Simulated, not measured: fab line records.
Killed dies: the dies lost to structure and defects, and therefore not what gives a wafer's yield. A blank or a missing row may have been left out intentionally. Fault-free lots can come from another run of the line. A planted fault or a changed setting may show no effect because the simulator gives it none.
A struck lot beside a sound one | flow berkeley cmos170 | 32 steps out of a route of 331
Sound: the wafers L292.3, L292.4, L292.5. Struck: wafers L305.4, L305.6 (left out: L305.3, a lot-mate that was not struck); the cause follows at the end.
Order at every step that has rows: each side's tool, ch and its chambers, its first start. Under that, the readings that differ: sound wafers | struck wafers | difference of the means | sigmas: that difference in standard deviations of wafers without a fault.
alike: readings whose means differ by less than 2 such deviations, and words and numbers that are the same on both sides. not compared: withheld readings, readings that some wafer has no value for, bounds like >300 that may hide the same value, and numbers for which the record gives no deviation and whose values overlap.
The two part at a step that has a row with sigmas, a row that says differs or no value, or rows on one side only. When numbers do not overlap yet have no deviation, they are printed without sigmas and do not part them. A reading that every wafer of one side lacks parts them only if that side has two wafers or more.

first, 6 steps without rows for these wafers: UCB170_V2_HMDS_06 (prime time 60 s); UCB170_V2_COAT_07 (resist thk 900 nm); UCB170_V2_SOFTBAKE_08 (time 60 s); UCB170_V2_EXPOSE_09 (exposes mask VIA2, target cd 700 nm); UCB170_V2_PEB_10; UCB170_V2_DEVELOP_11 (develop time 45 s).
UCB170_V2_CD_MEAS_12 targets a cd of 700 nm.
  sound on cd sem-01 at day 7 13:09; struck on cd sem-01 at day 10 21:05
  reading    | sound             | struck      | difference | sigmas
  cd nm (nm) | 698.1 699.0 697.1 | 701.6 700.6 | +3.0       | +3
UCB170_V2_OVL_MEAS_13:
  sound on overlay-01 at day 7 13:14; struck on overlay-01 at day 10 21:10
  alike: V2_OVL
UCB170_V2_ETCH_14: etches SiO2 in CHF3/CF4/Ar, stops on Al, target depth 1250 nm, time 291 s.
  sound on rie diel-01 ch 1,3, day 7 13:16; struck on rie diel-04 ch 3, day 10 21:11
  reading               | sound             | struck      | difference | sigmas
  oes product au (a.u.) | 0.872 0.878 0.874 | 0.900 0.895 | +0.023     | +2
  alike: drypump motor current A, mfc ar sccm, throttle valve pct
  not compared: rf hours counter h
UCB170_V2_STRIP_15: strips in O2.
  sound on plasma asher-04 ch 0,1, day 7 13:29; struck on plasma asher-03 ch 1, day 10 21:25
  alike: drypump motor current A, oes product au, strip time to endpoint s
  not compared: rf hours counter h
UCB170_V2_CD_MEAS_90 targets a cd of 700 nm.
  sound on cd sem-02 at day 7 13:35; struck on cd sem-02 at day 10 21:31
  reading    | sound             | struck      | difference | sigmas
  cd nm (nm) | 698.0 699.2 696.9 | 702.2 700.9 | +3.5       | +3
then, 1 step without rows for these wafers: UCB170_M3_PRE_CLEAN_00 (preclean etch time 60 s).
UCB170_M3_SPUTTER_01: material Al, target thk 900 nm, time 120 s.
  sound on pvd sputter-01 at day 7 13:44; struck on pvd sputter-04 at day 10 21:40
  reading                               | sound             | struck    | difference | sigmas
  model.Al_of_M3_SPUTTER_01.thk nm (nm) | 908.6 902.2 907.6 | 1091 1087 | +183       |
  alike: throttle valve pct
UCB170_M3_RS_MEAS_02: a four-point-probe measurement.
  sound on film metro-04 at day 7 13:51; struck on film metro-02 at day 10 21:47
  reading           | sound                | struck        | difference | sigmas
  M3_AL_RS (ohm/sq) | 0.0319 0.0321 0.0319 | 0.0266 0.0266 | -0.0054    | -13
UCB170_M3_THK_MEAS_03: measures by xrf.
  sound on film metro-04 at day 7 13:57; struck on film metro-02 at day 10 21:53
  reading        | sound       | struck    | difference | sigmas
  M3_AL_THK (nm) | 913 901 912 | 1102 1088 | +186       | +16
then, 3 steps without rows for these wafers: UCB170_M3_HMDS_04 (prime time 60 s); UCB170_M3_COAT_05 (resist thk 900 nm); UCB170_M3_SOFTBAKE_06 (time 60 s).
UCB170_M3_STRIP_07: strips in O2.
  sound on plasma asher-04 ch 0,1, day 7 15:11; struck on plasma asher-04 ch 1, day 10 22:41
  alike: drypump motor current A, oes product au, strip time to endpoint s
  not compared: rf hours counter h
then, 7 steps without rows for these wafers: UCB170_M3_STRIP_08 (strips KrF in DMSO, time 600 s); UCB170_M3_COAT_09; UCB170_M3_COAT_10 (resist thk 900 nm); UCB170_M3_SOFTBAKE_11 (time 60 s); UCB170_M3_EXPOSE_12 (exposes mask METAL3, target cd 700 nm); UCB170_M3_PEB_13; UCB170_M3_DEVELOP_14 (develop time 45 s).
UCB170_M3_CD_MEAS_15 targets a cd of 700 nm.
  sound on cd sem-02 at day 7 17:01; struck on cd sem-01 at day 11 01:23
  alike: cd nm
UCB170_M3_OVL_MEAS_16:
  sound on overlay-01 at day 7 17:07; struck on overlay-02 at day 11 01:29
  alike: M3_OVL
UCB170_M3_ETCH_17: etches BARC in N2/H2.
  sound on rie diel-04 ch 0,2,3, day 7 17:08; struck on rie diel-01 ch 0, day 11 01:30
  alike: bias w, drypump motor current A, oes product au, throttle valve pct
UCB170_M3_METAL_ETCH_18: etches Al in Cl2/BCl3, stops on SiO2, target depth 1170 nm, time 195 s.
  sound on rie metal-01 ch 0,1, day 7 17:14; struck on rie metal-01 ch 0, day 11 01:37
  reading               | sound             | struck      | difference | sigmas
  bias w (W)            | 120.4 120.5 119.8 | 119.4 119.4 | -0.8       | -2
  oes product au (a.u.) | 0.877 0.834 0.874 | 0.922 0.920 | +0.059     | +4
  alike: drypump motor current A, he backside leak sccm, throttle valve pct
  not compared: rf hours counter h
UCB170_M3_STRIP_19: strips in O2.
  sound on plasma asher-02 ch 0,1, day 7 17:24; struck on plasma asher-02 ch 0, day 11 01:46
  alike: drypump motor current A, oes product au
  not compared: rf hours counter h
UCB170_M3_PROBE_99:
  sound on prober-01 at day 7 17:49; struck on prober-01 at day 11 02:13
  reading                               | sound                      | struck | difference                    | sigmas
  model.etest.antenna m2.over limit     | 0 0 0                      | 1 1    | +1                            |
  model.etest.antenna m3.short          | 0 0 0                      | 1 1    | +1                            |
  model.etest.antenna m3.over limit     | 0 0 0                      | 1 1    | +1                            |
  model.etest.antenna m2.short          | 0 0 0                      | 1 1    | +1                            |
  model.etest.antenna m3.vt shift v (V) | -0.01252 -0.01445 -0.01097 | - -    | no value on the struck wafers |

WHERE THEY PART
At UCB170_V2_CD_MEAS_12 first; at UCB170_M3_PROBE_99 last (within this record only).

WHY: what the simulator had put in
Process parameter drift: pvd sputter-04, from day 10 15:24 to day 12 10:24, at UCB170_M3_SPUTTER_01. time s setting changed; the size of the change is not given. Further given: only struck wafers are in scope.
